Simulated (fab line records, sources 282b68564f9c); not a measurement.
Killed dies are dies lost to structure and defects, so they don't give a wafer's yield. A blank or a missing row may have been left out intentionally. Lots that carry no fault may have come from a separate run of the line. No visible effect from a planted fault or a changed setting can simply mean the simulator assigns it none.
A single fault, viewed from 2 desks || flow rit_cmos || each desk has only its own numbers; what lay behind them comes last

== METROLOGY DESK ==
What the gauges read, lot by lot, whatever tool the lot ran on: means of the sampled wafers that have a number. A lot is out of limits, marked OUT, if its mean lies more than 4 standard deviations from the usual mean; the brackets give that distance.
Columns: A = PRETRO_TW at RIT_PRETRO_TW_MEAS_10, usual 473.8; B = NLDD_RS at RIT_SDANNEAL_RS_MEAS_07, usual 151.8 ohm/sq
{"lot": "L302", "first seen here": "day 2 11:58", "A": 471.7, "B": 152.4}
{"lot": "L303", "first seen here": "day 2 19:09", "A": 472.8, "B": 152.3}
{"lot": "L304", "first seen here": "day 3 00:23", "A": 471.9, "B": 151.5}
{"lot": "L309", "first seen here": "day 4 00:23", "A": "420.2 (-21) OUT", "B": 152.4}
{"lot": "L310", "first seen here": "day 4 05:22", "A": "419.8 (-21) OUT", "B": 151.4}
{"lot": "L313", "first seen here": "day 4 23:13", "A": 468.3, "B": 152.2}
{"lot": "L314", "first seen here": "day 5 03:26", "A": 474.8, "B": 151.7}
{"lot": "L315", "first seen here": "day 5 08:03", "A": 473.3, "B": 151.2}
{"lot": "L318", "first seen here": "day 5 20:11", "A": 473.5, "B": 151.8}
{"lot": "L319", "first seen here": "day 6 01:50", "A": 474.4, "B": 151.1}
{"lot": "L321", "first seen here": "day 6 11:05", "A": 476.7, "B": 152.5}
{"lot": "L322", "first seen here": "day 6 18:38", "A": 476.1, "B": 151.3}
{"lot": "L323", "first seen here": "day 6 21:10", "A": 473.7, "B": 151.6}
{"lot": "L324", "first seen here": "day 7 03:28", "A": 472.1, "B": 151.5}
This desk's finding: out of limits on L309, L310; first on L309, day 4 00:23 (PRETRO_TW at RIT_PRETRO_TW_MEAS_10). L302, L303, L304, L313, L314, L315, L318, L319, L321, L322, L323, L324: within limits.

== DESK OF THE TOOL OWNER: implanter-02 ==
For each lot that ran on this tool, the mean over its sampled wafers that have a number, from the tool's own readings at RIT_PRETRO_IMPLANT_08. A lot is out of limits, marked OUT, if its mean lies more than 4 standard deviations from the usual mean; the brackets give that distance.
Columns: A = beam_on_s at RIT_PRETRO_IMPLANT_08, usual 9.95 s; B = dose_ions_cm2 at RIT_PRETRO_IMPLANT_08, usual 1.1998e+13; C = faraday_current_uA at RIT_PRETRO_IMPLANT_08, usual 38.3
{"lot": "L303", "first seen here": "day 2 18:49", "A": 9.86, "B": 1.1992e+13, "C": 38.7}
{"lot": "L304", "first seen here": "day 3 00:03", "A": 9.91, "B": 1.1998e+13, "C": 38.4}
{"lot": "L309", "first seen here": "day 4 00:05", "A": 10.00, "B": "8.0460e+12 (-99 or more) OUT", "C": "25.5 (-17) OUT"}
{"lot": "L310", "first seen here": "day 4 05:02", "A": 10.08, "B": "8.0343e+12 (-99 or more) OUT", "C": "25.3 (-17) OUT"}
This desk's finding: out of limits on L309, L310; first on L309, day 4 00:05 (dose_ions_cm2 at RIT_PRETRO_IMPLANT_08). L303, L304: within limits.

== TAKEN TOGETHER ==
At day 4 00:05, on L309, L310, the tool owner's desk was in a position to raise an alarm.
An alarm was possible from the metrology desk at day 4 00:23, on L309, L310.
Every lot named ran RIT_PRETRO_IMPLANT_08 on implanter-02.

== WHAT THE SIMULATOR HAD INSERTED ==
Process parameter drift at RIT_PRETRO_IMPLANT_08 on implanter-02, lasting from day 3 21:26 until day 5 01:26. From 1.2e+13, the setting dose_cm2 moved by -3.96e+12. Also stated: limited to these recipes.
Lots struck among those shown: L309, L310.
Counting hours from when the fault started, the first reading out of limits came at 3 for the tool owner's desk and at 3 for the metrology desk.
